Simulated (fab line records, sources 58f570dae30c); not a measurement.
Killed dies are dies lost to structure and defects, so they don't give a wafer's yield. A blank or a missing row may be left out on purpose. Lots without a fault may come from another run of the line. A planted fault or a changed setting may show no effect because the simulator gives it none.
Which tool did it? | flow berkeley_cmos170 | 7 lots, 21 wafers sampled, at 2 steps of a route of 331

WHAT THE GAUGES READ, wafer by wafer
UCB170_V2_BOW_MEAS_03.
lot  | measured     | on            | V2_BOW (um)
L443 | day 7 21:47  | film_metro-04 | 38 52 42
L442 | day 7 22:30  | film_metro-03 | 13 43 40
L448 | day 8 16:15  | film_metro-04 | 35 44 33
L452 | day 9 23:49  | film_metro-03 | 34 37 44
L456 | day 10 10:14 | film_metro-01 | 34 40 25
L459 | day 11 07:28 | film_metro-01 | 35 50 32
L462 | day 12 05:15 | film_metro-03 | 44 36 37

WHICH TOOL RAN EACH LOT (tool, then ch and the chambers of the sampled wafers, then the start)
lot  | UCB170_V2_CVD_00
L443 | pecvd-02 ch 0,1,2, day 7 21:14
L442 | pecvd-03 ch 0,1, day 7 21:58
L448 | pecvd-04 ch 0,1, day 8 15:43
L452 | pecvd-02 ch 1,2, day 9 23:16
L456 | pecvd-04 ch 1,2, day 10 09:43
L459 | pecvd-04 ch 0,2, day 11 06:44
L462 | pecvd-04 ch 1,2, day 12 04:41
- UCB170_V2_CVD_00: deposits SiO2 from TEOS/O2, target thk 2000 nm, time 250 s.

THE ANSWER, worked out from the rows above alone
Rule: what is usual is taken from the lots themselves. Put in order of their means at a reading, lots are off if they are a third of the lots or fewer, leave a main group of 4 or more, and stand apart from it by a gap of 3 or more times the standard deviation of the main group's means; of several such gaps the widest counts. A main group whose means are all the same, to the digits that the tables above print for the reading, isn't used. A lot without any number at a reading at which 4 lots or more have one is off too. The other lots that the step has rows for count as sound.
No lot is off at any reading shown: from this, nothing can be told.

WHAT THE SIMULATOR HAD PUT IN
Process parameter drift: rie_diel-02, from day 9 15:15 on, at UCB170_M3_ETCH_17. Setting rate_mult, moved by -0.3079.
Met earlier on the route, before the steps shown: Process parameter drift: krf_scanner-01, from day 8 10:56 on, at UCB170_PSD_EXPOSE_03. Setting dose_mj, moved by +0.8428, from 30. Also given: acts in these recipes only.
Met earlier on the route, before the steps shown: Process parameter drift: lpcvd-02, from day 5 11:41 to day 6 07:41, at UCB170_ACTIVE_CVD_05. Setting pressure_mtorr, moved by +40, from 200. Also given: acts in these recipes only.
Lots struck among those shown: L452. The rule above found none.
